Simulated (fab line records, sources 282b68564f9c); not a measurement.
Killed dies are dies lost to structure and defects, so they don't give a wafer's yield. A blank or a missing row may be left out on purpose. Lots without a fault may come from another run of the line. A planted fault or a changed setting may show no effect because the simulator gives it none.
Problem report in the 8D (eight disciplines) form, filled by code | flow rit_cmos | the parts of the form that need people (team, actions taken, sign-off) are left out

1. THE PROBLEM
PRETRO_TW at RIT_PRETRO_TW_MEAS_10 reads a mean of 447.2 on 6 wafers of 2 lots; wafers without a fault read 482.6 with a standard deviation of 2.9. That is -12 standard deviations from the usual mean.
First seen on wafer L279.2, day 6 07:24, on film_metro-04. The record holds 42 wafers of 14 lots with a number at this step. Rule for "out", or "out of limits": more than 4 standard deviations from the usual mean. The other wafers with a number count as sound.

2. WHAT IT IS AND WHAT IT IS NOT
question                    | is                           | is not
which readings at this step | PRETRO_TW                    | -
which lots                  | L279, L280                   | L261, L262, L263, L264, L266, L269, L271, L272, L273, L274, L282, L284
which wafers of those lots  | all that have a number       | -
read on which gauges        | film_metro-03, film_metro-04 | film_metro-02
when                        | from day 6 07:24             | up to then (30 sound wafers); but 6 sound wafers of L282, L284 came after

3. SUSPECTS, AND WHAT RULES EACH OUT
Counting: a tool at a process step up to the reading stays a suspect if it ran every lot that is out and no sound lot after the first of them.
- the gauge at RIT_PRETRO_TW_MEAS_10: ruled out. The wafers that are out were read on 2 gauges (film_metro-03, film_metro-04).
- implanter-02 at RIT_PRETRO_IMPLANT_08: kept. It ran every lot that is out, first L279 (day 6 07:05), and no sound lot after that; its last sound lot up to then is L272 (day 4 19:59). Its own readings are out on those wafers: beam_energy_keV.
Left after counting: implanter-02 at RIT_PRETRO_IMPLANT_08.

4. THE CAUSE (what the simulator had put in)
Process parameter drift: implanter-02, from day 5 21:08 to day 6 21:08, at RIT_PRETRO_IMPLANT_08. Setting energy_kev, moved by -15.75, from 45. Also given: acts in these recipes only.
Counting left only this tool.

5. THE CHAIN OF EFFECTS, in route order
Each row: a reading whose mean over the struck wafers that have a number lies more than 3 standard deviations from the usual. Only readings for which the record gives a usual standard deviation are gone through. hours: the time from each lot's start at the first step in this table that gives one to its start at this step, as a median over the lots. sigmas: the change in usual standard deviations.
hours | step                  | reading         | usual  | on struck wafers | change  | sigmas
0     | RIT_PRETRO_IMPLANT_08 | beam_energy_keV | 45.003 | 29.258           | -15.745 | -99 or more
0     | RIT_PRETRO_TW_MEAS_10 | PRETRO_TW       | 482.6  | 447.2            | -35.4   | -12
The process steps in it:
- RIT_PRETRO_IMPLANT_08

6. WHAT WOULD HAVE CAUGHT IT SOONER
In this record the first reading out of limits at a measuring or inspecting step was taken at day 6 07:24, 10 hours after the fault began at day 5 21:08.
The tool's own readings at RIT_PRETRO_IMPLANT_08 were out on every struck wafer that the step has a row for (beam_energy_keV): an alarm limit on them would have fired on the first of those.
Of the lots that are out (2), L280 began RIT_PRETRO_IMPLANT_08 on implanter-02 after day 6 07:24. A hold on the tool at that time would have spared it.
